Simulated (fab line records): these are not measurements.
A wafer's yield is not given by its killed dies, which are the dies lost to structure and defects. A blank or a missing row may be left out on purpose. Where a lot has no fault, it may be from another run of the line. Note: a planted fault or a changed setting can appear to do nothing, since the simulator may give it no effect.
Problem report, 8D (eight disciplines) form, completed by code || flow rit_cmos || the parts of the form that need people (team, actions taken, sign-off) are left out

1. THE ISSUE
heater_power_total_W at RIT_M1_SOFTBAKE_05 reads a mean of 33.52 W on 6 wafers of 2 lots; wafers without a fault read 34.56 W with a standard deviation of 0.046. Relative to the usual mean, that is a shift of -23 standard deviations.
The step: time 60 s.
First seen on wafer L485.1, day 5 18:26, on litho_track-02. The record has a number at this step for 42 wafers belonging to 14 lots. By rule, "out" or "out of limits" means more than 4 standard deviations away from the usual mean. The other wafers with a number count as sound.

2. WHAT IT IS; WHAT IT IS NOT
{"question": "which readings at this step", "is": "heater_power_total_W, plate_temp_C", "is not": "chill_plate_temp_C"}
{"question": "which lots", "is": "L485, L488", "is not": "L474, L475, L476, L477, L478, L479, L480, L481, L493, L494, L496, L497"}
{"question": "which wafers of those lots", "is": "all that have a number", "is not": "-"}
{"question": "read on which tools", "is": "litho_track-02", "is not": "litho_track-01, litho_track-03"}
{"question": "when", "is": "from day 5 18:26", "is not": "up to then (24 sound wafers); but 12 sound wafers of L493, L494, L496, L497 came after"}

3. WHAT RULES OUT EACH SUSPECT
Counting: a tool stays on the suspect list if, at a process step up to the reading, it processed all lots that are out and no sound lot following the first of them.
- litho_track-02 at RIT_M1_SOFTBAKE_05 (time 60 s): kept. It processed each lot that is out, first L485 at day 5 18:26, and no sound lot thereafter; up to then, the last sound lot it processed was L477 at day 3 20:18. Its own heater_power_total_W, plate_temp_C readings are out on those wafers.
The count leaves litho_track-02 at RIT_M1_SOFTBAKE_05.

4. THE CAUSE (what the simulator had put in)
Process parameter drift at RIT_M1_SOFTBAKE_05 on litho_track-02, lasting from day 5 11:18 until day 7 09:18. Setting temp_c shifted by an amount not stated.
Only this tool survived the counting.

5. THE EFFECT CHAIN, in route order
Each row: a reading where the mean over the struck wafers with a number is more than 3 standard deviations away from the usual. Only readings whose record carries a usual standard deviation are examined. hours: median over the lots of the time between each lot's start at the first step of this table that gives one and its start at this step. sigmas: the change, counted in usual standard deviations.
{"hours": 0, "step": "RIT_M1_SOFTBAKE_05", "reading": "heater_power_total_W", "usual": "34.56 W", "on struck wafers": 33.52, "change": -1.04, "sigmas": -23}
{"hours": 0, "step": "RIT_M1_SOFTBAKE_05", "reading": "plate_temp_C", "usual": "90.00 C", "on struck wafers": 87.99, "change": -2.01, "sigmas": -18}
Here are the process steps it includes:
- RIT_M1_SOFTBAKE_05: time 60 s.

6. WHAT WOULD HAVE CAUGHT IT SOONER
7 hours passed between the start of the fault at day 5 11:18 and the first reading out of limits in this record, taken at day 5 18:26.
